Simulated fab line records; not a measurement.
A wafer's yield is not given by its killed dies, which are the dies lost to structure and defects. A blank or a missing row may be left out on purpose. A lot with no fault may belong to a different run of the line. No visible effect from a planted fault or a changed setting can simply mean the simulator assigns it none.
The tool behind it: which one? | flow berkeley cmos170 | 14 lots, 42 wafers sampled, at 2 steps of a route of 331

## WHAT THE GAUGES READ, wafer by wafer
UCB170_GATE_CD_MEAS_12: target cd 350 nm.
lot  | measured     | on        | cd nm (nm)
L963 | day 5 23:18  | cd sem-02 | 350.9 348.9 350.2
L964 | day 6 07:35  | cd sem-02 | 349.6 349.2 349.7
L966 | day 6 19:26  | cd sem-01 | 349.1 351.0 350.2
L967 | day 6 19:43  | cd sem-01 | 351.2 350.3 351.5
L968 | day 6 19:25  | cd sem-02 | 348.9 349.0 348.8
L965 | day 6 22:49  | cd sem-01 | 348.1 348.4 349.0
L971 | day 7 23:28  | cd sem-02 | 353.0 350.9 352.7
L972 | day 7 23:43  | cd sem-02 | 359.5 358.1 358.5
L977 | day 9 01:40  | cd sem-02 | 354.2 355.1 355.3
L979 | day 9 05:12  | cd sem-01 | 351.5 351.8 351.5
L980 | day 9 13:11  | cd sem-01 | 349.3 349.1 350.6
L983 | day 10 04:02 | cd sem-02 | 349.4 350.9 350.1
L984 | day 10 06:49 | cd sem-01 | 351.6 350.9 351.4
L985 | day 10 15:01 | cd sem-02 | 348.9 350.4 350.3

## TOOL THAT RAN EACH LOT (tool first, then ch and the chambers of the sampled wafers, then the start)
lot  | UCB170_GATE_COAT_07
L963 | litho track-02 ch 0, day 5 22:00
L964 | litho track-02 ch 0, day 6 06:00
L966 | litho track-01 ch 0, day 6 18:00
L967 | litho track-03 ch 0, day 6 18:00
L968 | litho track-02 ch 0, day 6 18:00
L965 | litho track-01 ch 0, day 6 22:00
L971 | litho track-01 ch 0, day 7 22:00
L972 | litho track-03 ch 0, day 7 22:00
L977 | litho track-03 ch 0, day 9 00:00
L979 | litho track-01 ch 0, day 9 04:00
L980 | litho track-02 ch 0, day 9 11:00
L983 | litho track-01 ch 0, day 10 02:00
L984 | litho track-01 ch 0, day 10 06:00
L985 | litho track-01 ch 0, day 10 13:00
- UCB170_GATE_COAT_07: resist thk 900 nm.

## WHAT THE TOOLS THEMSELVES READ (means of the sampled wafers that have a number; where no wafer has one, the mark that the record gives instead)
UCB170_GATE_COAT_07.
lot  | tool           | exhaust pa (Pa)
L963 | litho track-02 | 45.6
L964 | litho track-02 | 44.5
L966 | litho track-01 | 45.6
L967 | litho track-03 | 46.0
L968 | litho track-02 | 44.9
L965 | litho track-01 | 44.8
L971 | litho track-01 | 45.0
L972 | litho track-03 | 45.5
L977 | litho track-03 | 44.8
L979 | litho track-01 | 46.0
L980 | litho track-02 | 45.0
L983 | litho track-01 | 44.9
L984 | litho track-01 | 44.8
L985 | litho track-01 | 45.2

## THE ANSWER, worked out from the rows above alone
Rule: the lots themselves supply what counts as usual. Put in order of their means at a reading, lots are off if they are a third of the lots or fewer, leave a main group of 4 or more, and stand apart from it by a gap of 3 or more times the standard deviation of the main group's means; of several such gaps the widest counts. The tables above print the reading to a certain number of digits; a main group whose means all agree to those digits is not used. Also off: a lot with no number at a reading for which 4 or more lots have one. The other lots that the step has rows for count as sound. The gauges are gone through in route order, then the tools' own readings, and for those a lot's mean is taken as printed above. The first step at which some lot is off is used, and at that step the reading that is off furthest; a lot without a number counts as furthest.
Across all readings shown, no lot is off: no conclusion can be drawn from this.

## WHAT THE SIMULATOR HAD INSERTED
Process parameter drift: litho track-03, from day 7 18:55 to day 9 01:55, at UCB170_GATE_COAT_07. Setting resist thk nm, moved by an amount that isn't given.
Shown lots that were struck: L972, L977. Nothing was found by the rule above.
